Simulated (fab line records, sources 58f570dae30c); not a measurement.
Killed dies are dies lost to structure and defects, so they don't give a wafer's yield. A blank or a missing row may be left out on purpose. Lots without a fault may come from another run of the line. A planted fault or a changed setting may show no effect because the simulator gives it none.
fab line records | flow berkeley_cmos170
record lots=6 wafers=18 last_day=12
route steps=331 shown M3@310
lots that met no fault: from a run of the same line without faults
start_h: hours from the record's first day to the start of the lot's first wafer shown | wait_h: hours since the lot's step before | " the same as in the row above | L1.1+2: a row that stands for several wafers | - no value, or no start given | * or withheld: withheld | < > ~ a bound
route shown NAME@n: a module of which the file shows steps, and the number in the route of the first | usual: mean/standard deviation of fault-free wafers | same: alike in all rows | chamber/n: place in a boat | sites: the reading at each site | _std_site: their standard deviation | _edge_site: outer sites' mean less inner sites' | radius_mm: how far each site lies from the wafer's centre | mask NAME#n: copy n | behind: the tool/chamber that last shaped the wafer | hold: why the lot was held/for how many hours/how that ended | device: the transistor (n, p or np) that didn't switch | end of line: the same wafers' tests at the end of the route | a step without rows: its recipe alone | killed: dies lost to structure and defects at the first sort, not the wafer's yield | map: a wafer's dies, x killed, . not, _ none there
set.NAME: the setting as run; set.NAME@STEP: as run at that earlier step | model.NAME: the simulator's own value behind a step, which no gauge read
lots at some steps of the route; a table a step, a row a wafer
services: from which hour (start_h, from the record's first day; less than 0 if before it) a tool's chamber was out of use, for how many hours, and why
## steps
# step UCB170_M3_SPUTTER_01
# recipe material=Al target_thk_nm=900 time_s=120 power_w=5825 chamber_pressure_pa=0.5
# usual chamber_pressure_pa=0.5001/0.00096 throttle_valve_pct=29.8/0.75
# columns lot.wafer tool chamber start_h wait_h chamber_pressure_pa throttle_valve_pct
L947.3 pvd_sputter-01 - 193.66 0.0 0.5002 28.8
L947.4 " - " " 0.4989 29.7
L947.6 " - " " 0.5008 29.3
L946.1 pvd_sputter-03 - 193.91 0.0 0.4998 30.2
L946.3 " - " " 0.4989 29.8
L946.4 " - " " 0.5009 29.4
L960.1 pvd_sputter-03 - 261.59 0.0 0.5004 31.3
L960.2 " - " " 0.5007 30.0
L960.6 " - " " 0.4992 29.4
L962.2 pvd_sputter-02 - 262.66 0.0 0.5009 29.6
L962.4 " - " " 0.4998 28.6
L962.6 " - " " 0.5022 29.8
L967.3 pvd_sputter-01 - 284.31 0.0 0.4997 29.6
L967.4 " - " " 0.4999 29.2
L967.6 " - " " 0.5004 28.6
L968.1 pvd_sputter-01 - 289.01 0.0 0.4998 29.6
L968.3 " - " " 0.5010 29.0
L968.5 " - " " 0.4999 29.7
# step UCB170_M3_RS_MEAS_02
# recipe thk_meas_gauge=four-point-probe reads=Al_of_M3_SPUTTER_01
# usual M3_AL_RS=0.0331/0.00041
# columns lot.wafer tool chamber start_h wait_h M3_AL_RS[ohm/sq]
L947.3 film_metro-01 - 193.79 0.1 0.0335
L947.4 " - " " 0.0335
L947.6 " - " " 0.0338
L946.1 film_metro-02 - 193.99 0.0 0.0334
L946.3 " - " " 0.0335
L946.4 " - " " 0.0335
L960.1 film_metro-04 - 261.68 0.0 0.0325
L960.2 " - " " 0.0328
L960.6 " - " " 0.0327
L962.2 film_metro-02 - 262.76 0.1 0.0329
L962.4 " - " " 0.0325
L962.6 " - " " 0.0326
L967.3 film_metro-02 - 284.43 0.1 0.0333
L967.4 " - " " 0.0333
L967.6 " - " " 0.0335
L968.1 film_metro-01 - 289.09 0.0 0.0334
L968.3 " - " " 0.0333
L968.5 " - " " 0.0333
# step UCB170_M3_THK_MEAS_03
# recipe thk_meas_gauge=xrf reads=Al_of_M3_SPUTTER_01
# usual M3_AL_THK=873/11
# columns lot.wafer tool chamber start_h wait_h M3_AL_THK[nm]
L947.3 film_metro-01 - 193.89 0.1 861
L947.4 " - " " 863
L947.6 " - " " 856
L946.1 film_metro-02 - 194.11 0.1 872
L946.3 " - " " 871
L946.4 " - " " 864
L960.1 film_metro-04 - 261.80 0.1 882
L960.2 " - " " 886
L960.6 " - " " 885
L962.2 film_metro-02 - 262.87 0.1 878
L962.4 " - " " 891
L962.6 " - " " 887
L967.3 film_metro-02 - 284.53 0.1 867
L967.4 " - " " 870
L967.6 " - " " 864
L968.1 film_metro-01 - 289.21 0.1 872
L968.3 " - " " 873
L968.5 " - " " 879
# step UCB170_M3_HMDS_04
# recipe prime_time_s=60 prime_temp_c=100
# step UCB170_M3_COAT_05
# recipe resist=KrF spin_rpm=1500 resist_thk_nm=900
# step UCB170_M3_SOFTBAKE_06
# recipe resist=KrF temp_c=130 time_s=60
# step UCB170_M3_STRIP_07
# recipe chemistry=O2 power_w=400 pressure_mtorr=3500 platen_temp_c=withheld o2_flow_sccm=400 overash_fraction=0.5
# usual drypump_motor_current_A=5.9/0.47 oes_product_au=0.735/0.0045 strip_time_to_endpoint_s=22.01/0.063
# columns lot.wafer tool chamber start_h wait_h drypump_motor_current_A oes_product_au rf_hours_counter_h strip_time_to_endpoint_s
L947.3 plasma_asher-01 0 194.41 0.1 5.2 0.745 - 21.96
L947.4 " 1 " " 5.7 0.743 - 21.98
L947.6 " 1 " " 5.7 0.740 - 21.98
L946.1 plasma_asher-03 1 194.62 0.1 5.7 0.740 43 21.98
L946.3 " 1 " " 5.7 0.729 - 22.02
L946.4 " 0 " " 6.4 0.735 - 22.06
L960.1 plasma_asher-01 1 262.31 0.1 5.7 0.735 58 22.07
L960.2 " 0 " " 5.2 0.743 58 22.00
L960.6 " 0 " " 5.2 0.735 - 22.06
L962.2 plasma_asher-01 0 263.37 0.1 5.2 0.740 58 21.99
L962.4 " 1 " " 5.7 0.731 - 22.00
L962.6 " 0 " " 5.1 0.733 - 22.03
L967.3 plasma_asher-03 0 285.06 0.1 6.5 0.731 - 21.94
L967.4 " 1 " " 5.7 0.728 - 21.94
L967.6 " 0 " " 6.5 0.738 - 21.87
L968.1 plasma_asher-04 1 290.19 0.1 5.6 0.732 20 22.09
L968.3 " 0 " " 6.5 0.732 - 22.05
L968.5 " 1 " " 5.6 0.737 - 22.11
# step UCB170_M3_STRIP_08
# recipe chemistry=DMSO temp_c=80 time_s=600 material=KrF
# step UCB170_M3_COAT_09
# recipe resist=BARC temp_c=withheld time_s=withheld spin_rpm=3000 resist_thk_nm=withheld
# step UCB170_M3_COAT_10
# recipe resist=KrF spin_rpm=1500 resist_thk_nm=900
# step UCB170_M3_SOFTBAKE_11
# recipe resist=KrF temp_c=130 time_s=60
# step UCB170_M3_EXPOSE_12
# recipe mask_id=METAL3 target_cd_nm=700 na=0.5 sigma_outer=0.6 source_shape=conventional dose_mj=26
# step UCB170_M3_PEB_13
# recipe peb_temp_c=130 peb_time_s=withheld resist=KrF
# usual chill_plate_temp_C=22.98/0.11 exhaust_pa=44.8/0.83
# columns lot.wafer tool chamber start_h wait_h chill_plate_temp_C exhaust_pa
L947.3 litho_track-02 0 195.72 0.1 22.95 45.7
L947.4 " 0 " " 22.87 47.6
L947.6 " 0 " " 23.16 46.5
L946.1 litho_track-03 0 196.53 0.6 22.97 43.7
L946.3 " 0 " " 22.99 43.9
L946.4 " 0 " " 23.12 43.4
L960.1 litho_track-02 - 263.57 0.5 - -
L960.2 " - " " - -
L960.6 " - " " - -
L962.2 litho_track-01 - 265.10 0.3 - -
L962.4 " - " " - -
L962.6 " - " " - -
L967.3 litho_track-03 0 286.20 0.1 23.01 45.2
L967.4 " 0 " " 23.03 44.4
L967.6 " 0 " " 23.14 44.3
L968.1 litho_track-03 0 291.92 0.6 23.05 44.5
L968.3 " 0 " " 23.04 43.3
L968.5 " 0 " " 23.00 44.5
# step UCB170_M3_DEVELOP_14
# recipe developer=TMAH develop_time_s=45 resist=KrF dev_temp_c=21
## services
# columns tool chamber start_h hours kind
pvd_sputter-01 - 188.85 2.5 repair
pvd_sputter-01 - 200.25 3.5 repair
pvd_sputter-01 - 206.03 2.0 repair
plasma_asher-04 - 231.12 1.9 repair
pvd_sputter-03 - 281.33 4.5 repair
## key
first_sign step=UCB170_M3_PEB_13 reading=tool_record direction=missing
effect none on later readings
met_at UCB170_M3_PEB_13
struck_wafers L960.1,L960.2,L960.6,L962.2,L962.4,L962.6
later_rows_left_out L960.1,L960.2,L960.6,L962.2,L962.4,L962.6
sort_left_out L960.1,L960.2,L960.6,L962.2,L962.4,L962.6
onset_between 195.72 263.57
fault kind=skipped_step_whole tool=litho_track-01,litho_track-02 chamber=- onset_h=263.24 steps=UCB170_M3_PEB_13 scope=struck_lots_only
# sort_left_out: the simulated sort isn't trusted on such a fault, so these wafers' sort isn't shown, and their yield isn't known
# later_rows_left_out: the simulator's readings of these wafers behind a module that went badly wrong aren't trusted and aren't shown, but for the sort
